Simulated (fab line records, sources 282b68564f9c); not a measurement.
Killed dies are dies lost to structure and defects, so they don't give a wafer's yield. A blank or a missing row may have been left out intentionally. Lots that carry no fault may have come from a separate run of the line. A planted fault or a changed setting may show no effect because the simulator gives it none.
What tool caused it?    flow rit cmos    at 1 step of a route of 202, 15 lots with 45 wafers sampled

== WHAT THE GAUGES SHOWED, per wafer ==
No reading from a measuring or inspecting step in the record can be judged against a usual standard deviation.

== WHICH TOOL RAN EACH LOT (tool, then ch and the chambers of the sampled wafers, then the start) ==
lot   RIT_PRETRO_DEVELOP_05
L212  litho track-01 ch 0, day 2 14:00
L215  litho track-01 ch 0, day 3 01:00
L217  litho track-01 ch 0, day 3 09:00
L220  litho track-01 ch 0, day 4 00:00
L221  litho track-01, day 4 08:00
L222  litho track-04, day 4 13:00
L223  litho track-02, day 4 19:00
L225  litho track-01 ch 0, day 5 01:00
L227  litho track-01 ch 0, day 5 13:00
L228  litho track-02 ch 0, day 5 19:00
L229  litho track-01 ch 0, day 5 21:00
L230  litho track-04 ch 0, day 6 02:00
L231  litho track-01 ch 0, day 6 08:00
L233  litho track-04 ch 0, day 6 17:00
L234  litho track-02 ch 0, day 6 23:00
- RIT_PRETRO_DEVELOP_05: develop time 68 s.

== AS READ BY THE TOOLS THEMSELVES (means over the sampled wafers that have a number; for cases with no such wafer, the mark the record gives instead) ==
RIT_PRETRO_DEVELOP_05.
lot   tool            chill plate temp C (C)
L212  litho track-01  22.98
L215  litho track-01  23.01
L217  litho track-01  22.98
L220  litho track-01  22.96
L221  litho track-01  -
L222  litho track-04  -
L223  litho track-02  -
L225  litho track-01  22.98
L227  litho track-01  22.84
L228  litho track-02  23.06
L229  litho track-01  23.11
L230  litho track-04  23.04
L231  litho track-01  23.15
L233  litho track-04  23.02
L234  litho track-02  23.12

== THE ANSWER, worked out from the rows above alone ==
Rule: usual is defined by the lots themselves. Put in order of their means at a reading, lots are off if they are a third of the lots or fewer, leave a main group of 4 or more, and stand apart from it by a gap of 3 or more times the standard deviation of the main group's means; of several such gaps the widest counts. Not used: any main group whose means are identical at the precision the tables above print for the reading. A lot without any number at a reading at which 4 lots or more have one is off too. All remaining lots with rows at the step are treated as sound. After the gauges, taken in route order, come the tools' own readings; for these a lot's mean is taken, as printed above. The first step at which some lot is off is used, and at that step the reading that is off furthest; a lot without a number counts as furthest.
Off, at RIT_PRETRO_DEVELOP_05 on chill plate temp C: L221, L222, L223. Without a number there: L221, L222, L223. The main group has a mean of 23.02 C with a standard deviation of 0.081.
A tool fits if, at that step or a process step before it, it ran every lot that is off, and no sound lot after the first of them. No candidate that was tried fits.

== WHAT WAS PUT IN BY THE SIMULATOR ==
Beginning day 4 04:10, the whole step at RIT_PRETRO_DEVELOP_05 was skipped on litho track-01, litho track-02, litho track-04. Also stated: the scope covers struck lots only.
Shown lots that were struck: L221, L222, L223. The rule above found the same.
